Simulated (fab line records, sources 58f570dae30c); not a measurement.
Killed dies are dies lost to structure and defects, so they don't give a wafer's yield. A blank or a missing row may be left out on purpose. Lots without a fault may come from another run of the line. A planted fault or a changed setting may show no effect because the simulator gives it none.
Split-lot experiment | flow berkeley_cmos170 | 5 lots, 23 wafers read, on a route of 331 steps

THE SPLIT
At UCB170_CONTACT_COAT_04 (resist thk 900 nm), the setting resist_thk_nm was moved away from the recipe's 900 nm on 11 of the 23 wafers read, by -5.5% to +5.7%. The other wafers ran this setting at the recipe's value.

The reading is taken at the split's own step.

THE READING
KrF_of_CONTACT_COAT_04.thk_nm (the simulator's own value, which no gauge read), in nm, at UCB170_CONTACT_COAT_04 (resist thk 900 nm). The file gives no usual value for it. The 12 wafers here that ran the recipe average 899.0 nm, standard deviation 2.4 nm.

wafer  | tool, chamber at the split | resist_thk_nm as run, nm | against the recipe | KrF_of_CONTACT_COAT_04.thk_nm, nm | against lot-mates on the recipe
L077.1 | litho_track-02, 0          | 900                      | recipe             | 896.8                             | -
L077.2 | litho_track-02, 0          | 951.5                    | +5.7%              | 949.6                             | +53.3
L077.3 | litho_track-02, 0          | 951.5                    | +5.7%              | 948.3                             | +52.0
L077.5 | litho_track-02, 0          | 951.5                    | +5.7%              | 951.2                             | +54.9
L077.6 | litho_track-02, 0          | 900                      | recipe             | 895.9                             | -
L078.1 | litho_track-01, 0          | 900                      | recipe             | 902.3                             | -
L078.4 | litho_track-01, 0          | 900                      | recipe             | 899.5                             | -
L078.5 | litho_track-01, 0          | 900                      | recipe             | 902                               | -
L082.1 | litho_track-02, 0          | 900                      | recipe             | 897.1                             | -
L082.2 | litho_track-02, 0          | 900                      | recipe             | 896.1                             | -
L082.3 | litho_track-02, 0          | 900                      | recipe             | 896.3                             | -
L082.5 | litho_track-02, 0          | 850.2                    | -5.5%              | 846.9                             | -49.6
L082.6 | litho_track-02, 0          | 850.2                    | -5.5%              | 847.5                             | -49.0
L081.1 | litho_track-01, 0          | 900                      | recipe             | 901.6                             | -
L081.2 | litho_track-01, 0          | 915.1                    | +1.7%              | 912.4                             | +11.1
L081.3 | litho_track-01, 0          | 900                      | recipe             | 900.9                             | -
L081.4 | litho_track-01, 0          | 915.1                    | +1.7%              | 915.1                             | +13.9
L081.6 | litho_track-01, 0          | 915.1                    | +1.7%              | 916.2                             | +15.0
L085.1 | litho_track-02, 0          | 900                      | recipe             | 898.7                             | -
L085.2 | litho_track-02, 0          | 935.1                    | +3.9%              | 935.7                             | +36.1
L085.3 | litho_track-02, 0          | 935.1                    | +3.9%              | 934.4                             | +34.8
L085.4 | litho_track-02, 0          | 935.1                    | +3.9%              | 937.2                             | +37.6
L085.5 | litho_track-02, 0          | 900                      | recipe             | 900.5                             | -

THE FIT
A straight line over all 23 wafers: KrF_of_CONTACT_COAT_04.thk_nm changes by +9.16 nm for each +1% of resist_thk_nm; r = +1.00; the points scatter about the line by 2.1 nm.
The same after taking each lot's own level away (the mean of its wafers on the recipe; 23 wafers): +9.13 nm for each +1%; r = +1.00; scatter 1.4 nm.
On that fit, the largest move of resist_thk_nm shifts the reading by 52 nm.
The lots' own levels span 896.35 to 901.27 nm, that is 2.1 times the standard deviation above.
So the lot-to-lot level changes the slope little: the two slopes agree.
Check: with one of the wafers moved furthest among these (+5.7%) left out of the fit, the line predicts +52.1 nm for it against its lot-mates. It came out at +53.3 nm against them.

OTHER SPLITS ON THESE WAFERS
These wafers also went through other splits before the reading. Each is held against what the fit with the lots' levels taken away leaves over:
other split on the same wafers    | wafers away from the commonest value | r with KrF_of_CONTACT_COAT_04.thk_nm (lot level and that fit taken away)
UCB170_PSD_PEB_04 peb_temp_c      | 8                                    | +0.47
UCB170_SILICIDE_SPUTTER_01 time_s | 8                                    | -0.02

THE WHOLE CHAIN: every reading that the file lists as answering this split, in the file's order
step                    | what it does      | reading                                                                        | change (the file's fit)              | r (the file's)
UCB170_CONTACT_COAT_04  | resist thk 900 nm | KrF_of_CONTACT_COAT_04.thk_nm (the simulator's own value, which no gauge read) | +9.11 nm for each +1% of the setting | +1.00
UCB170_CONTACT_STRIP_06 | strips in O2      | strip_time_to_endpoint_s                                                       | withheld for each +1% of the setting | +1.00

THE FILE'S OWN FIT
KrF_of_CONTACT_COAT_04.thk_nm changes by +9.11 nm for each +1% of resist_thk_nm, r = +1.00.
